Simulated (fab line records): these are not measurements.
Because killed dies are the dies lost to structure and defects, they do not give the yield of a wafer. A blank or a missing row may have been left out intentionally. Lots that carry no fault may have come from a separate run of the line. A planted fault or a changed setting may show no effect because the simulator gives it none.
fab line records	flow rit-cmos
[record] lots = 7	wafers = 21	last-day = 7
route steps=202 shown CONTACT@183 M1@184
lots that met no fault: from a run of the same line without faults
start-h: start of the lot's first displayed wafer, in hours after the record's first day	wait-h: hours elapsed since this lot's preceding step	" unchanged from the row above	L1.1+2: a single row standing in for several wafers	- no value, or no start given	* or withheld: withheld	< > ~ a bound
route shown NAME@n: a module of which the file shows steps, and the number in the route of the first	usual: average and standard deviation across the fault-free wafers	same: alike in all rows	chamber/n: place in a boat	sites: each site's reading	_std_site: how widely they spread, as a standard deviation	_edge_site: mean of outer sites minus mean of inner sites	radius-mm: how far each site lies from the wafer's centre	mask NAME#n: copy n	behind: the most recent tool/chamber to have shaped the wafer	hold: cause of the lot's hold/its duration in hours/its outcome	device: names the non-switching transistor (n, p or np)	end of line: the route-end tests of the same wafers	a step given without rows: its recipe and nothing more	killed: at the first sort, the dies lost to defects and structure; wafer yield is something else	map: shows each die of a wafer: x if killed, . if not, _ if none is there
set.NAME: the setting the step ran with; set.NAME@STEP: the setting that earlier step ran with	model.NAME: the simulator's own value behind a step, which no gauge read
lots seen at some steps along the route; tables by step, rows by wafer
services: the hour from which a tool's chamber was out of use, counted from the record's first day as start-h (under 0 if before that day), plus the number of hours and why
[[steps]]
[step RIT_CONTACT_CLEAN_14]
[recipe] chemistry = SC2	mix = 3:3:50	time-s = 600	temp-c = 75	dry = n2-spin
[step RIT_M1_SPUTTER_00]
[recipe] material = Al	target-thk-nm = 400	power-w = 2000	chamber-pressure-pa = 0.4	gas = Ar	time-s = 500	substrate-temp-c = 25
[usual] substrate-temp-c = 25.01/0.11	throttle-valve-pct = 29.9/0.89
lot.wafer	tool	chamber	start-h	wait-h	substrate-temp-c	throttle-valve-pct
L348.1	pvd-sputter-04	-	97.32	0.0	25.06	29.1
L348.2	"	-	"	"	24.84	31.2
L348.5	"	-	"	"	24.95	29.1
L350.1	pvd-sputter-04	-	107.96	0.0	25.04	29.2
L350.4	"	-	"	"	25.00	30.3
L350.5	"	-	"	"	25.20	30.2
L354.1	pvd-sputter-04	-	127.75	0.0	25.01	30.1
L354.2	"	-	"	"	24.97	31.4
L354.3	"	-	"	"	25.00	29.1
L355.1	pvd-sputter-01	-	131.15	0.0	24.75	30.9
L355.2	"	-	"	"	24.99	30.1
L355.6	"	-	"	"	25.14	28.5
L358.1	pvd-sputter-04	-	148.45	0.0	25.11	28.9
L358.3	"	-	"	"	25.05	31.2
L358.4	"	-	"	"	25.00	30.2
L362.1	pvd-sputter-04	-	169.77	0.0	25.05	31.0
L362.2	"	-	"	"	25.05	30.2
L362.3	"	-	"	"	25.02	29.1
L363.1	pvd-sputter-02	-	174.42	0.0	25.00	31.1
L363.4	"	-	"	"	25.11	29.6
L363.5	"	-	"	"	25.09	30.7
[step RIT_M1_RS_MEAS_01]
[recipe] thk-meas-gauge = four-point-probe	reads = Al_of_M1_SPUTTER_00
[usual] M1_AL_RS = 0.0729/0.00083
lot.wafer	tool	chamber	start-h	wait-h	M1_AL_RS[ohm/sq]
L348.1	film-metro-04	-	97.61	0.1	0.0736
L348.2	"	-	"	"	0.0738
L348.5	"	-	"	"	0.0733
L350.1	film-metro-02	-	108.25	0.1	0.0721
L350.4	"	-	"	"	0.0726
L350.5	"	-	"	"	0.0732
L354.1	film-metro-02	-	128.04	0.1	0.0733
L354.2	"	-	"	"	0.0720
L354.3	"	-	"	"	0.0724
L355.1	film-metro-04	-	131.45	0.1	0.0735
L355.2	"	-	"	"	0.0740
L355.6	"	-	"	"	0.0730
L358.1	film-metro-02	-	148.74	0.1	0.0724
L358.3	"	-	"	"	0.0726
L358.4	"	-	"	"	0.0731
L362.1	film-metro-04	-	170.06	0.1	0.0717
L362.2	"	-	"	"	0.0722
L362.3	"	-	"	"	0.0719
L363.1	film-metro-02	-	174.71	0.1	0.0731
L363.4	"	-	"	"	0.0735
L363.5	"	-	"	"	0.0726
[step RIT_M1_THK_MEAS_02]
[recipe] thk-meas-gauge = xrf	reads = Al_of_M1_SPUTTER_00
[usual] M1_AL_THK = 401/6
lot.wafer	tool	chamber	start-h	wait-h	M1_AL_THK[nm]
L348.1	film-metro-04	-	97.73	0.1	395
L348.2	"	-	"	"	396
L348.5	"	-	"	"	394
L350.1	film-metro-02	-	108.37	0.1	409
L350.4	"	-	"	"	405
L350.5	"	-	"	"	401
L354.1	film-metro-02	-	128.16	0.1	404
L354.2	"	-	"	"	408
L354.3	"	-	"	"	406
L355.1	film-metro-04	-	131.57	0.1	397
L355.2	"	-	"	"	392
L355.6	"	-	"	"	397
L358.1	film-metro-02	-	148.86	0.1	407
L358.3	"	-	"	"	407
L358.4	"	-	"	"	403
L362.1	film-metro-04	-	170.18	0.1	405
L362.2	"	-	"	"	404
L362.3	"	-	"	"	404
L363.1	film-metro-02	-	174.83	0.1	402
L363.4	"	-	"	"	399
L363.5	"	-	"	"	406
[step RIT_M1_HMDS_03]
[recipe] prime-time-s = 60	prime-temp-c = 140
[step RIT_M1_COAT_04]
[recipe] resist = NOVOLAK	spin-rpm = 2000	resist-thk-nm = 1300
[step RIT_M1_SOFTBAKE_05]
[recipe] resist = NOVOLAK	temp-c = 90	time-s = 60
[step RIT_M1_EXPOSE_06]
[recipe] mask-id = M12	na = 0.6	source-shape = conventional	sigma-outer = 0.5	target-cd-nm = 2600	dose-mj = 250
[step RIT_M1_PEB_07]
[recipe] resist = NOVOLAK	temp-c = withheld	time-s = withheld
[step RIT_M1_DEVELOP_08]
[recipe] resist = NOVOLAK	develop-time-s = 68	dev-temp-c = 23
[step RIT_M1_CD_MEAS_09]
[recipe] target-cd-nm = 2600
[usual] cd-nm = 2600.4/2.4
lot.wafer	tool	chamber	start-h	wait-h	cd-nm
L348.1	cd-sem-02	-	98.80	-	2597.5
L348.2	"	-	"	"	2598.3
L348.5	"	-	"	"	2598.6
L350.1	cd-sem-01	-	109.44	-	2601.0
L350.4	"	-	"	"	2601.4
L350.5	"	-	"	"	2603.4
L354.1	cd-sem-02	-	129.23	-	2606.0
L354.2	"	-	"	"	2606.7
L354.3	"	-	"	"	2604.0
L355.1	cd-sem-02	-	132.63	-	2601.3
L355.2	"	-	"	"	2598.8
L355.6	"	-	"	"	2598.9
L358.1	cd-sem-01	-	149.89	-	2598.9
L358.3	"	-	"	"	2598.0
L358.4	"	-	"	"	2596.2
L362.1	cd-sem-02	-	171.24	-	2604.9
L362.2	"	-	"	"	2602.8
L362.3	"	-	"	"	2605.5
L363.1	cd-sem-01	-	175.91	-	2597.0
L363.4	"	-	"	"	2596.0
L363.5	"	-	"	"	2595.4
[step RIT_M1_OVL_MEAS_10]
[usual] M1_OVL = -1.1/1.4
lot.wafer	tool	chamber	start-h	wait-h	M1_OVL[nm]
L348.1	overlay-02	-	98.92	0.1	-1.0
L348.2	"	-	"	"	0.9
L348.5	"	-	"	"	-0.2
L350.1	overlay-01	-	109.56	0.1	-2.5
L350.4	"	-	"	"	-0.6
L350.5	"	-	"	"	-0.9
L354.1	overlay-02	-	129.35	0.1	0.6
L354.2	"	-	"	"	0.6
L354.3	"	-	"	"	-0.5
L355.1	overlay-01	-	132.75	0.1	-0.8
L355.2	"	-	"	"	-0.3
L355.6	"	-	"	"	1.0
L358.1	overlay-02	-	150.01	0.1	-0.8
L358.3	"	-	"	"	-0.8
L358.4	"	-	"	"	-2.3
L362.1	overlay-02	-	171.36	0.1	1.4
L362.2	"	-	"	"	0.5
L362.3	"	-	"	"	-0.2
L363.1	overlay-01	-	176.03	0.1	-3.0
L363.4	"	-	"	"	-0.9
L363.5	"	-	"	"	-3.5
[step RIT_M1_HARDBAKE_11]
[recipe] resist = NOVOLAK	temp-c = 140	time-s = 120
[usual] heater-power-total-W = 52.03/0.059	plate-temp-C = 140.02/0.17
lot.wafer	tool	chamber	start-h	wait-h	heater-power-total-W	plate-temp-C	model.NOVOLAK_of_M1_COAT_04.thk-nm
L348.1	litho-track-04	0	98.95	0.0	52.05	139.92	1131
L348.2	"	0	"	"	51.99	139.85	1129
L348.5	"	0	"	"	51.99	139.71	1133
L350.1	litho-track-01	0	109.59	0.0	52.07	140.01	1140
L350.4	"	0	"	"	51.96	139.98	1142
L350.5	"	0	"	"	52.07	139.85	1138
L354.1	litho-track-04	0	129.39	0.0	49.42	134.63	1150
L354.2	"	0	"	"	49.55	134.57	1149
L354.3	"	0	"	"	49.40	134.63	1144
L355.1	litho-track-04	0	132.79	0.0	49.43	134.40	1151
L355.2	"	0	"	"	49.43	134.41	1149
L355.6	"	0	"	"	49.41	134.54	1148
L358.1	litho-track-04	0	150.05	0.0	49.37	134.61	1146
L358.3	"	0	"	"	49.37	134.37	1142
L358.4	"	0	"	"	49.49	134.47	1147
L362.1	litho-track-01	0	171.40	0.0	52.00	140.03	1140
L362.2	"	0	"	"	52.09	140.09	1136
L362.3	"	0	"	"	52.03	140.13	1138
L363.1	litho-track-01	0	176.07	0.0	52.01	140.20	1132
L363.4	"	0	"	"	51.98	140.18	1133
L363.5	"	0	"	"	52.09	140.22	1132
[step RIT_M1_METAL_ETCH_12]
[recipe] stop-on = SiO2	chemistry = Cl2/BCl3	target = Al	time-s = 165	over-etch-frac = 0.5	pressure-mtorr = 100	target-depth-a = 6000	rf-w = 250	Cl2_flow_sccm = 60	bcl3-flow-sccm = 50
[usual] drypump-motor-current-A = 5.9/0.57	he-backside-leak-sccm = 3.37/0.24	oes-product-au = 0.787/0.01	throttle-valve-pct = 8.33/0.088
lot.wafer	tool	chamber	start-h	wait-h	drypump-motor-current-A	he-backside-leak-sccm	oes-product-au	rf-hours-counter-h	throttle-valve-pct	model.NOVOLAK_of_M1_COAT_04.thk-nm
L348.1	rie-metal-02	1	99.20	0.2	5.7	3.49	0.793	3	8.24	811.6
L348.2	"	1	"	"	5.7	3.51	0.798	-	8.25	807.9
L348.5	"	1	"	"	5.7	3.52	0.789	-	8.27	813.7
L350.1	rie-metal-04	0	109.84	0.2	5.9	3.14	0.783	4	8.50	818.9
L350.4	"	1	"	"	6.5	3.31	0.791	-	8.31	809.7
L350.5	"	1	"	"	6.5	3.31	0.784	-	8.32	806
L354.1	rie-metal-02	1	129.64	0.2	5.7	3.47	0.792	4	8.26	831
L354.2	"	1	"	"	5.7	3.59	0.790	-	8.26	829.9
L354.3	"	1	"	"	5.7	3.52	0.799	-	8.25	823.4
L355.1	rie-metal-03	0	133.04	0.2	6.6	3.24	0.786	38	8.40	827
L355.2	"	1	"	"	4.9	3.70	0.783	35	8.26	812.3
L355.6	"	1	"	"	4.9	3.76	0.779	-	8.27	812.2
L358.1	rie-metal-04	0	150.30	0.2	6.0	3.15	0.784	5	8.51	823.4
L358.3	"	0	"	"	6.0	3.15	0.788	-	8.50	818.8
L358.4	"	1	"	"	6.5	3.24	0.788	-	8.29	818.3
L362.1	rie-metal-02	0	171.65	0.2	5.6	3.11	0.775	2	8.37	817.7
L362.2	"	1	"	"	5.7	3.33	0.802	5	8.27	814.8
L362.3	"	0	"	"	5.6	2.91	0.762	-	8.36	815.7
L363.1	rie-metal-03	1	176.32	0.2	4.9	3.99	0.763	0	8.26	794.4
L363.4	"	1	"	"	4.9	3.86	0.765	-	8.28	798
L363.5	"	0	"	"	6.6	3.12	0.789	-	8.37	801.3
[step RIT_M1_STRIP_13]
[recipe] chemistry = nmp	resist = NOVOLAK	temp-c = 80	time-s = 600	dry = n2-spin
[step RIT_M1_PROBE_99]
[usual] defect-limited-yield = 97.4/1.2	killed_at_M0_to_M3 = 0.0/0.18	killed-at-front-end = 7/3	killed-dies = 7/3.1	killed-on-rim = 1.9/1.5	killed-open = 3.3/1.8	killed-short = 3.6/2	sort_bin_3_pad_short = 0.1/0.22	sort_bin_5_function = 1.4/0.84	sort_bin_6_memory = 1.0/0.67	sort-n-pass = 257/3.1	sort-yield-pct = 97.4/1.2
[same] gross-dies = 264	killed_at_M4_up = 0	killed-at-back-side = 0	killed-at-contacts = 0	killed-at-other = 0
lot.wafer	tool	chamber	start-h	wait-h	defect-limited-yield[%]	killed_at_M0_to_M3	killed-at-front-end	killed-dies	killed-on-rim	killed-open	killed-short	sort_bin_3_pad_short[%]	sort_bin_5_function[%]	sort_bin_6_memory[%]	sort-n-pass	sort-yield-pct[%]
L348.1	prober-01	-	101.63	0.1	99.2	0	2	2	0	1	1	0	0.8	0	262	99.2
L348.2	prober-01	-	101.68	0.1	96.2	1	9	10	4	4	5	0	1.5	2.3	254	96.2
L348.5	prober-01	-	101.83	0.2	97.0	1	7	8	3	4	3	0.4	0.4	2.3	256	97.0
L354.1	prober-01	-	132.07	0.1	98.5	0	4	4	0	1	3	0	0.4	1.1	260	98.5
L354.2	prober-01	-	132.12	0.1	96.2	0	10	10	6	7	3	0	2.7	1.1	254	96.2
L354.3	prober-01	-	132.17	0.2	98.5	0	4	4	0	1	3	0	1.1	0.4	260	98.5
L355.1	prober-02	-	135.31	0.1	98.5	0	4	4	0	2	2	0	1.1	0.4	260	98.5
L355.2	prober-02	-	135.36	0.1	99.2	0	2	2	1	1	1	0	0.4	0.4	262	99.2
L355.6	prober-02	-	135.56	0.2	97.3	0	7	7	3	4	3	0	1.5	1.1	257	97.3
L358.1	prober-01	-	152.57	0.1	97.7	0	6	6	3	1	5	0	1.1	1.1	258	97.7
L358.3	prober-01	-	152.67	0.2	97.7	0	6	6	1	3	3	0	1.5	0.8	258	97.7
L358.4	prober-01	-	152.72	0.2	98.9	0	3	3	1	3	0	0	0.8	0.4	261	98.9
L362.1	prober-01	-	174.14	0.1	97.3	0	7	7	3	6	1	0	2.3	0.4	257	97.3
L362.2	prober-01	-	174.19	0.1	97.0	0	8	8	0	4	4	0.8	0.4	1.9	256	97.0
L362.3	prober-01	-	174.24	0.2	98.1	0	5	5	3	1	3	0.4	0.8	0.8	259	98.1
L363.1	prober-02	-	178.57	0.1	95.8	0	11	11	4	5	6	0.4	3.0	0.8	253	95.8
L363.4	prober-02	-	178.72	0.2	98.5	0	4	4	0	1	3	0	0	1.5	260	98.5
L363.5	prober-02	-	178.77	0.2	96.6	0	9	9	0	3	6	0.4	1.1	1.9	255	96.6
// killed by level:class
L348.1 FOX1:geometric-particle:open=1 SILICIDE:geometric-particle:short=1
L348.2 GATE:geometric-particle:open=3 GATE:geometric-particle:short=3 REOX:geometric-particle:open=1 SPACER:geometric-particle:short=1 SILICIDE:geometric-particle:short=1 M1:coat-microbubble-printed=1
L348.5 GATE:geometric-particle:open=3 FOX1:geometric-particle:open=1 FOX1:geometric-particle:short=1 GATE:geometric-particle:short=1 REOX:geometric-particle:short=1 M1:coat-microbubble-printed=1
L354.1 GATE:geometric-particle:short=2 GATE:geometric-particle:open=1 REOX:geometric-particle:short=1
L354.2 GATE:geometric-particle:open=4 FOX2:geometric-particle:short=2 SPACER:geometric-particle:open=2 FOX1:geometric-particle:short=1 SILICIDE:geometric-particle:open=1
L354.3 FOX1:geometric-particle:short=1 FOX2:geometric-particle:short=1 SPACER:geometric-particle:short=1 SILICIDE:geometric-particle:open=1
L355.1 FOX1:geometric-particle:short=2 GATE:geometric-particle:open=1 SPACER:geometric-particle:open=1
L355.2 GATE:geometric-particle:short=1 GATE:geometric-particle:open=1
L355.6 GATE:geometric-particle:open=2 ACTIVE:geometric-particle:short=1 REOX:geometric-particle:open=1 REOX:geometric-particle:short=1 SPACER:geometric-particle:short=1 SILICIDE:geometric-particle:open=1
L358.1 GATE:geometric-particle:short=3 FOX1:geometric-particle:short=1 GATE:geometric-particle:open=1 REOX:geometric-particle:short=1
L358.3 GATE:geometric-particle:open=3 FOX2:geometric-particle:short=1 GATE:geometric-particle:short=1 SILICIDE:geometric-particle:short=1
L358.4 GATE:geometric-particle:open=2 FOX1:geometric-particle:open=1
L362.1 FOX1:geometric-particle:open=2 SPACER:geometric-particle:open=2 FOX1:geometric-particle:short=1 FOX2:geometric-particle:open=1 GATE:geometric-particle:open=1
L362.2 FOX1:geometric-particle:open=3 FOX1:geometric-particle:short=2 GATE:geometric-particle:short=1 GATE:geometric-particle:open=1 REOX:geometric-particle:short=1
L362.3 GATE:geometric-particle:short=2 FOX1:geometric-particle:open=1 SPACER:geometric-particle:short=1 NSD:coat-microbubble-printed=1
L363.1 REOX:geometric-particle:short=3 GATE:geometric-particle:short=2 REOX:geometric-particle:open=2 SILICIDE:geometric-particle:open=2 GATE:geometric-particle:open=1 SILICIDE:geometric-particle:short=1
L363.4 FOX1:geometric-particle:short=1 GATE:geometric-particle:short=1 SILICIDE:geometric-particle:short=1 SILICIDE:geometric-particle:open=1
L363.5 FOX1:geometric-particle:short=4 SILICIDE:geometric-particle:open=2 GATE:geometric-particle:short=1 REOX:geometric-particle:open=1 SILICIDE:geometric-particle:short=1
[[services]]
tool	chamber	start-h	hours	kind
pvd-sputter-02	-	94.72	1.7	repair
rie-metal-03	-	136.12	20.0	pm
rie-metal-03	0	136.12	20.0	vent-cycle
rie-metal-03	1	136.12	20.0	vent-cycle
rie-metal-03	0	156.12	-	clean
rie-metal-03	1	156.12	-	clean
[[key]]
[first-sign] step = RIT_M1_HARDBAKE_11	reading = heater-power-total-W	direction = down	sigmas = 44	usual = 52.03	struck = 49.43
[effect] step = RIT_M1_HARDBAKE_11	reading = plate-temp-C	direction = down	sigmas = 33	usual = *	struck = *
[model-effect] step = RIT_M1_HARDBAKE_11	value = NOVOLAK_of_M1_COAT_04.thk-nm	without = 1137	struck = 1147
[model-effect] step = RIT_M1_METAL_ETCH_12	value = NOVOLAK_of_M1_COAT_04.thk-nm	without = 811.1	struck = 821.8
met-at RIT_M1_HARDBAKE_11
struck-wafers L354.1,L354.2,L354.3,L355.1,L355.2,L355.6,L358.1,L358.3,L358.4
onset-between 98.95 129.39
[fault] kind = process-parameter-drift	tool = litho-track-04	chamber = -	onset-h = 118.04	steps = RIT_M1_HARDBAKE_11	channel = temp-c	offset = *	shape = step	end-h = 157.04	acts-in = *	stated = *
